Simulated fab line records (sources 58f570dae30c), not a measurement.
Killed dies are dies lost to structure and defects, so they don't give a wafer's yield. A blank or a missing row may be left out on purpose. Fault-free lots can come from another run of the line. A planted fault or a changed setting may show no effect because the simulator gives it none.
The tool behind it: which one? | flow berkeleyCmos170 | 12 lots, 36 wafers sampled, at 1 step of a route of 331

## WHAT THE GAUGES READ, wafer by wafer
UCB170_START_BOW_MEAS_00.
lot  | measured    | on           | INCOMING_BOW (um)
L075 | day 1 15:01 | filmMetro-04 | -1 4 3
L077 | day 2 01:00 | filmMetro-04 | 0 6 -3
L079 | day 2 11:00 | filmMetro-04 | 15 3 -4
L081 | day 2 21:01 | filmMetro-03 | 4 8 -17
L083 | day 3 07:00 | filmMetro-04 | 4 2 -1
L085 | day 3 17:00 | filmMetro-01 | 2 -7 -4
L087 | day 4 03:00 | filmMetro-03 | 9 -13 7
L089 | day 4 13:01 | filmMetro-01 | -11 2 2
L091 | day 4 23:00 | filmMetro-01 | -12 3 -2
L093 | day 5 09:01 | filmMetro-01 | -10 6 6
L095 | day 5 19:02 | filmMetro-01 | -6 9 3
L097 | day 6 05:01 | filmMetro-03 | 0 9 0

## WHICH TOOL RAN EACH LOT (tool, then ch and the chambers of the sampled wafers, then the start)
The record holds no process step before these readings.

## THE ANSWER, worked out from the rows above alone
Rule: what is usual is taken from the lots themselves. The widest of any qualifying gaps counts: lots, ordered by their means at a reading, are off when they make up no more than a third of the lots, leave a main group of 4 or more, and stand apart from it by 3 or more times the standard deviation of that group's means. A main group whose means are all the same, to the digits that the tables above print for the reading, isn't used. A lot without any number at a reading at which 4 lots or more have one is off too. The other lots that the step has rows for count as sound.
Across all readings shown, no lot is off: no conclusion can be drawn from this.

## WHAT THE SIMULATOR HAD PUT IN
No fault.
